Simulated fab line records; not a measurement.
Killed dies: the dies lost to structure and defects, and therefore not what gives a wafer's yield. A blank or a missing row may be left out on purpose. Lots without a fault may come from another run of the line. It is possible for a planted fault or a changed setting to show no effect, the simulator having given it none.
One fault seen from 2 desks + flow rit_cmos + each desk holds nothing but its own numbers, with what lay behind them at the end

## THE METROLOGY DESK
What the gauges read for every lot (on any tool): the sampled wafers with a number, averaged. Marked OUT: a lot whose mean sits more than 4 standard deviations from the usual mean, which makes it out of limits; the brackets give that distance.
Columns: A = M1_AL_RS at RIT_M1_RS_MEAS_01, usual 0.0732 ohm/sq; B = M1_AL_THK at RIT_M1_THK_MEAS_02, usual 402 nm; C = cd_nm at RIT_M1_CD_MEAS_09, usual 2600.1 nm; D = M1_OVL at RIT_M1_OVL_MEAS_10, usual -0.7 nm
| lot  | first seen here | A      | B   | C      | D    |
|------|-----------------|--------|-----|--------|------|
| L839 | day 4 08:52     | 0.0741 | 398 | 2597.5 | 0.4  |
| L841 | day 4 16:50     | 0.0734 | 401 | 2597.5 | -0.4 |
| L848 | day 5 23:27     | 0.0735 | 400 | 2603.9 | 1.3  |
| L854 | day 7 11:04     | 0.0730 | 405 | 2598.0 | 2.3  |
| L858 | day 8 02:58     | 0.0734 | 400 | 2600.7 | 0.7  |
Result from this desk: across the 5 lots, nothing is out of limits.

## FOR THE TOOL OWNER'S DESK: rie_metal-02
The tool's own readings at RIT_M1_METAL_ETCH_12 (etches Al in Cl2/BCl3, stops on SiO2, time 165 s, target depth 600 nm): means of the sampled wafers that have a number, for each lot that ran on this tool. Marked OUT: a lot whose mean sits more than 4 standard deviations from the usual mean, which makes it out of limits; the brackets give that distance.
Columns: A = chamber_pressure_mTorr at RIT_M1_METAL_ETCH_12, usual 100.00 mTorr; B = drypump_motor_current_A at RIT_M1_METAL_ETCH_12, usual 6.1 A; C = oes_product_au at RIT_M1_METAL_ETCH_12, usual 0.779 a.u.; D = throttle_valve_pct at RIT_M1_METAL_ETCH_12, usual 8.23 %
| lot  | first seen here | A      | B   | C     | D    |
|------|-----------------|--------|-----|-------|------|
| L839 | day 4 10:28     | 99.95  | 5.9 | 0.778 | 8.26 |
| L848 | day 6 01:01     | 100.00 | 5.9 | 0.745 | 8.24 |
Result from this desk: across the 2 lots, nothing is out of limits.

## ALL TOGETHER
From the metrology desk's view, nothing was out of limits.
The tool owner's desk saw nothing out of limits.

## WHAT THE SIMULATOR PUT IN
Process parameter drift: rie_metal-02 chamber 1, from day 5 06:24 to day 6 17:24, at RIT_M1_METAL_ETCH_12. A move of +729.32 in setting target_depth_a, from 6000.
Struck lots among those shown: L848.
